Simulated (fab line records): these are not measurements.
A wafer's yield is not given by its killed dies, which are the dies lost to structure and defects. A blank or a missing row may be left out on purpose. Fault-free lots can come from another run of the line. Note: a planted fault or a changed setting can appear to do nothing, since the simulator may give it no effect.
Code-filled problem report in 8D (eight disciplines) form -- flow berkeley-cmos170 -- the parts of the form that need people (team, actions taken, sign-off) are left out

## 1. WHAT WENT WRONG
PWELL_NITRIDE_THK at UCB170_PWELL_THK_MEAS_06 reads a mean of 168.9 nm on 3 wafers of 1 lot; wafers without a fault read 220.6 nm with a standard deviation of 2.1. That puts it -25 standard deviations away from the usual mean.
First observed at day 4 02:49: wafer L345.1, on film-metro-01. The record has a number at this step for 39 wafers belonging to 13 lots. The rule behind "out" and "out of limits": a value lying over 4 standard deviations away from the usual mean. All remaining wafers that have a number are taken as sound.

## 2. WHAT IT IS, AND WHAT IT ISN'T
question,is,is not
which readings at this step,PWELL_NITRIDE_THK,-
which lots,L345,"L339, L340, L341, L342, L343, L344, L357, L358, L359, L360, L361, L362"
which wafers of those lots,all that have a number,-
read on which gauges,film-metro-01,"film-metro-03, film-metro-04"
when,from day 4 02:49,"up to then (18 sound wafers); but 18 sound wafers of L357, L358, L359, L360, L361, L362 came after"

## 3. SUSPECTS, AND WHAT RULES EACH OUT
Counting: a tool stays on the suspect list if, at a process step up to the reading, it processed all lots that are out and no sound lot following the first of them.
- the gauge at UCB170_PWELL_THK_MEAS_06: ruled out. All the wafers that are out were read on film-metro-01, but those of them that UCB170_PWELL_ETCH_14 has rows for are out there too, on other tools.
- lpcvd-02 at UCB170_PWELL_CVD_05 (deposits Si3N4 from SiH2Cl2/NH3, target thk 220 nm, time 3300 s): ruled out as a lasting fault. Sound lots L357, L358, L359, L360, L361, L362 ran on it after its first lot that is out, L345 (day 4 00:54).
Left after counting: nothing in the record.

## 4. THE CAUSE (what the simulator had put in)
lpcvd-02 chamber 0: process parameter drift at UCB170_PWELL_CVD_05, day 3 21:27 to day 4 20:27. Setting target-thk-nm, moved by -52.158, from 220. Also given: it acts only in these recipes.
Counting ruled it out, wrongly: the rule takes a fault to strike every lot that its tool runs from its start on, and this one did not.

## 5. THE CHAIN OF EFFECTS, in route order
Each row: a reading whose mean over the struck wafers that have a number lies more than 3 standard deviations from the usual. Scope: only readings with a usual standard deviation given in the record; hours: median across lots of the time from each lot's start at the first step in this table that gives one to its start at this step; sigmas: change in usual standard deviations.
hours,step,reading,usual,on struck wafers,change,sigmas
0,UCB170_PWELL_THK_MEAS_06,PWELL_NITRIDE_THK,220.6 nm,168.9,-51.7,-25
8,UCB170_PWELL_ETCH_14,oes-product-au,0.942 a.u.,0.817,-0.125,-7.4
Its process steps:
- UCB170_PWELL_ETCH_14: etches Si3N4 in CH3F/Ar/O2, stops on SiO2, target depth 242 nm, time 151 s.
Later steps that measure or inspect, where all struck wafers having a row at the step show a number for every such reading and not one has moved that far: UCB170_V2_CD_MEAS_12.

## 6. HOW IT WOULD HAVE BEEN CAUGHT EARLIER
5 hours passed between the start of the fault at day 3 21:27 and the first reading out of limits at a measuring or inspecting step in this record, taken at day 4 02:49.
An alarm limit of 4 standard deviations would not have fired on the tool readings at UCB170_PWELL_CVD_05 for which the record gives a usual standard deviation, since none of them was out on any struck wafer.
